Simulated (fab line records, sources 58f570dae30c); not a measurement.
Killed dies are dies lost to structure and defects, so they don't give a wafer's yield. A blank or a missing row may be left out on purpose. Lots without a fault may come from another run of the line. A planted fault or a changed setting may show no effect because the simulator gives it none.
fab line records | flow berkeley_cmos170
record lots=5 wafers=23
route steps=331 shown V2@301 M3@310
start_h: hours from the record's first day to the start of the lot's first wafer shown | wait_h: hours since the lot's step before | " the same as in the row above | L1.1+2: a row that stands for several wafers | - no value, or no start given | * or withheld: withheld | < > ~ a bound
route shown NAME@n: a module of which the file shows steps, and the number in the route of the first | usual: mean/standard deviation of fault-free wafers | same: alike in all rows | chamber/n: place in a boat | sites: the reading at each site | _std_site: their standard deviation | _edge_site: outer sites' mean less inner sites' | radius_mm: how far each site lies from the wafer's centre | mask NAME#n: copy n | behind: the tool/chamber that last shaped the wafer | hold: why the lot was held/for how many hours/how that ended | device: the transistor (n, p or np) that didn't switch | end of line: the same wafers' tests at the end of the route | a step without rows: its recipe alone | killed: dies lost to structure and defects at the first sort, not the wafer's yield | map: a wafer's dies, x killed, . not, _ none there
set.NAME: the setting as run; set.NAME@STEP: as run at that earlier step | model.NAME: the simulator's own value behind a step, which no gauge read
lots whose settings were changed on purpose; a table a step, a row a wafer
## steps
# step UCB170_V2_EXPOSE_09
# recipe mask_id=VIA2 target_cd_nm=700 na=0.5 sigma_outer=0.6 source_shape=conventional dose_mj=37
# columns lot.wafer tool chamber start_h wait_h mask set.dose_mj
L074.1+3+5 krf_scanner-01 0 158.94 0.2 VIA2#0 37
L078.1+5+6 krf_scanner-01 0 181.79 0.1 VIA2#0 37
L078.2+3 " 0 " " VIA2#0 35.11
L079.1+2+3 krf_scanner-01 0 182.58 0.2 VIA2#0 37
L079.4+6 " 0 " " VIA2#0 34.55
L082.1+2+4 krf_scanner-01 0 214.95 0.1 VIA2#0 35.52
L082.3+6 " 0 " " VIA2#0 37
L083.1+6 krf_scanner-02 0 216.34 0.4 VIA2#0 37
L083.2+3+4 " 0 " " VIA2#0 34.67
# step UCB170_V2_PEB_10
# recipe peb_temp_c=130 peb_time_s=withheld resist=KrF
# step UCB170_V2_DEVELOP_11
# recipe developer=TMAH develop_time_s=45 resist=KrF dev_temp_c=21
# step UCB170_V2_CD_MEAS_12
# recipe target_cd_nm=700
# usual cd_nm=699.7/1.1
# columns lot.wafer tool chamber start_h wait_h set.dose_mj@V2_EXPOSE_09 cd_nm
L074.1 cd_sem-02 - 159.33 - 37 700.5
L074.3 " - " " 37 699.3
L074.5 " - " " 37 700.6
L078.1 cd_sem-01 - 182.34 - 37 702.6
L078.2 " - " " 35.11 691.7
L078.3 " - " " 35.11 693.3
L078.5 " - " " 37 701.4
L078.6 " - " " 37 701.3
L079.1 cd_sem-01 - 183.19 - 37 699.9
L079.2 " - " " 37 699.1
L079.3 " - " " 37 699.7
L079.4 " - " " 34.55 687.9
L079.6 " - " " 34.55 687.6
L082.1 cd_sem-02 - 215.35 - 35.52 693.1
L082.2 " - " " 35.52 693.3
L082.3 " - " " 37 700.1
L082.4 " - " " 35.52 693.5
L082.6 " - " " 37 699.5
L083.1 cd_sem-02 - 216.77 - 37 701.4
L083.2 " - " " 34.67 688.3
L083.3 " - " " 34.67 687.3
L083.4 " - " " 34.67 688.8
L083.6 " - " " 37 699.2
# step UCB170_V2_ETCH_14
# recipe chemistry=CHF3/CF4/Ar target=SiO2 stop_on=Al CHF3_flow_sccm=45 cf4_flow_sccm=15 Ar_flow_sccm=150 pressure_mtorr=200 rf_w=680.2 target_depth_a=12500 over_etch_frac=0.25 time_s=291
# columns lot.wafer tool chamber start_h wait_h set.dose_mj@V2_EXPOSE_09 model.V2.cd_nm
L074.1 rie_diel-03 1 159.49 0.0 37 701
L074.3 " 3 " " 37 698.8
L074.5 " 1 " " 37 700.8
L078.1 rie_diel-03 0 182.49 0.0 37 703
L078.2 " 3 " " 35.11 691.3
L078.3 " 2 " " 35.11 692.9
L078.5 " 3 " " 37 701.2
L078.6 " 2 " " 37 700.9
L079.1 rie_diel-04 2 183.34 0.0 37 700
L079.2 " 1 " " 37 697.8
L079.3 " 3 " " 37 699
L079.4 " 1 " " 34.55 687.1
L079.6 " 2 " " 34.55 688.1
L082.1 rie_diel-01 3 215.50 0.0 35.52 693.1
L082.2 " 2 " " 35.52 693
L082.3 " 0 " " 37 701
L082.4 " 3 " " 35.52 693.6
L082.6 " 2 " " 37 699.4
L083.1 rie_diel-04 3 216.93 0.0 37 700.5
L083.2 " 2 " " 34.67 687.7
L083.3 " 1 " " 34.67 686.6
L083.4 " 1 " " 34.67 688
L083.6 " 3 " " 37 697.5
# step UCB170_V2_STRIP_15
# recipe chemistry=O2 power_w=400 pressure_mtorr=3500 platen_temp_c=withheld o2_flow_sccm=400 overash_fraction=0.5
# step UCB170_V2_CD_MEAS_90
# recipe target_cd_nm=700
# usual cd_nm=699.3/1.2
# columns lot.wafer tool chamber start_h wait_h set.dose_mj@V2_EXPOSE_09 cd_nm
L074.1 cd_sem-01 - 159.77 0.1 37 701.1
L074.3 " - " " 37 698.6
L074.5 " - " " 37 700.4
L078.1 cd_sem-01 - 182.77 0.1 37 702.6
L078.2 " - " " 35.11 691.5
L078.3 " - " " 35.11 692.9
L078.5 " - " " 37 700.7
L078.6 " - " " 37 701.0
L079.1 cd_sem-01 - 183.62 0.1 37 699.8
L079.2 " - " " 37 697.7
L079.3 " - " " 37 699.0
L079.4 " - " " 34.55 687.0
L079.6 " - " " 34.55 688.1
L082.1 cd_sem-02 - 215.78 0.1 35.52 693.1
L082.2 " - " " 35.52 692.7
L082.3 " - " " 37 701.1
L082.4 " - " " 35.52 693.2
L082.6 " - " " 37 699.4
L083.1 cd_sem-01 - 217.21 0.1 37 700.4
L083.2 " - " " 34.67 687.7
L083.3 " - " " 34.67 687.2
L083.4 " - " " 34.67 688.0
L083.6 " - " " 37 697.7
# step UCB170_M3_SPUTTER_01
# recipe material=Al target_thk_nm=900 time_s=120 power_w=6000 chamber_pressure_pa=0.5
# columns lot.wafer tool chamber start_h wait_h set.power_w model.Al_of_M3_SPUTTER_01.thk_nm
L074.1 pvd_sputter-04 - 159.95 0.0 6000 904.7
L074.3 " - " " 6000 903.8
L074.5 " - " " 6000 909.1
L078.1+2 pvd_sputter-01 - 182.96 0.0 6000 888.4
L078.3 " - " " 6296 941.6
L078.5 " - " " 6296 942
L078.6 " - " " 6000 892.1
L079.1 pvd_sputter-04 - 183.81 0.0 6000 909.5
L079.2 " - " " 6000 917.4
L079.3 " - " " 6383 965.7
L079.4 " - " " 6383 967.5
L079.6 " - " " 6383 969.1
L082.1 pvd_sputter-03 - 215.97 0.0 6000 907.3
L082.2 " - " " 5585 843.3
L082.3 " - " " 6000 906.9
L082.4 " - " " 5585 834.8
L082.6 " - " " 5585 839.6
L083.1 pvd_sputter-03 - 217.39 0.0 5419 811.3
L083.2 " - " " 6000 897.7
L083.3 " - " " 5419 820.3
L083.4 " - " " 5419 805.1
L083.6 " - " " 6000 899.2
# step UCB170_M3_RS_MEAS_02
# recipe thk_meas_gauge=four-point-probe reads=Al_of_M3_SPUTTER_01
# usual M3_AL_RS=0.0320/0.0003
# columns lot.wafer tool chamber start_h wait_h set.power_w@M3_SPUTTER_01 M3_AL_RS[ohm/sq]
L074.1 film_metro-04 - 160.04 0.0 6000 0.0319
L074.3 " - " " 6000 0.0320
L074.5 " - " " 6000 0.0318
L078.1 film_metro-01 - 183.04 0.0 6000 0.0326
L078.2 " - " " 6000 0.0326
L078.3 " - " " 6296 0.0308
L078.5 " - " " 6296 0.0307
L078.6 " - " " 6000 0.0325
L079.1 film_metro-02 - 183.89 0.0 6000 0.0318
L079.2 " - " " 6000 0.0315
L079.3 " - " " 6383 0.0299
L079.4 " - " " 6383 0.0299
L079.6 " - " " 6383 0.0298
L082.1 film_metro-04 - 216.05 0.0 6000 0.0319
L082.2 " - " " 5585 0.0343
L082.3 " - " " 6000 0.0318
L082.4 " - " " 5585 0.0347
L082.6 " - " " 5585 0.0344
L083.1 film_metro-02 - 217.48 0.0 5419 0.0357
L083.2 " - " " 6000 0.0322
L083.3 " - " " 5419 0.0353
L083.4 " - " " 5419 0.0360
L083.6 " - " " 6000 0.0322
# step UCB170_M3_THK_MEAS_03
# recipe thk_meas_gauge=xrf reads=Al_of_M3_SPUTTER_01
# usual M3_AL_THK=912/10
# columns lot.wafer tool chamber start_h wait_h set.power_w@M3_SPUTTER_01 M3_AL_THK[nm]
L074.1 film_metro-04 - 160.16 0.1 6000 918
L074.3 " - " " 6000 905
L074.5 " - " " 6000 924
L078.1 film_metro-01 - 183.16 0.1 6000 891
L078.2 " - " " 6000 890
L078.3 " - " " 6296 946
L078.5 " - " " 6296 948
L078.6 " - " " 6000 896
L079.1 film_metro-02 - 184.01 0.1 6000 912
L079.2 " - " " 6000 924
L079.3 " - " " 6383 976
L079.4 " - " " 6383 975
L079.6 " - " " 6383 980
L082.1 film_metro-04 - 216.17 0.1 6000 930
L082.2 " - " " 5585 867
L082.3 " - " " 6000 932
L082.4 " - " " 5585 852
L082.6 " - " " 5585 859
L083.1 film_metro-02 - 217.60 0.1 5419 808
L083.2 " - " " 6000 900
L083.3 " - " " 5419 823
L083.4 " - " " 5419 813
L083.6 " - " " 6000 904
## key
split step=UCB170_V2_EXPOSE_09 setting=dose_mj stated=37 by=wafer
response step=UCB170_V2_CD_MEAS_12 reading=cd_nm change=+1.82 per=1% r=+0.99
response step=UCB170_V2_ETCH_14 reading=model.V2.cd_nm change=+1.79 per=1% r=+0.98
response step=UCB170_V2_CD_MEAS_90 reading=cd_nm change=+1.77 per=1% r=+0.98
split step=UCB170_M3_SPUTTER_01 setting=power_w stated=6000 by=wafer
response step=UCB170_M3_SPUTTER_01 reading=model.Al_of_M3_SPUTTER_01.thk_nm change=+9.22 per=1% r=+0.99
response step=UCB170_M3_RS_MEAS_02 reading=M3_AL_RS change=-0.000347 per=1% r=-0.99
response step=UCB170_M3_THK_MEAS_03 reading=M3_AL_THK change=+9.58 per=1% r=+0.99
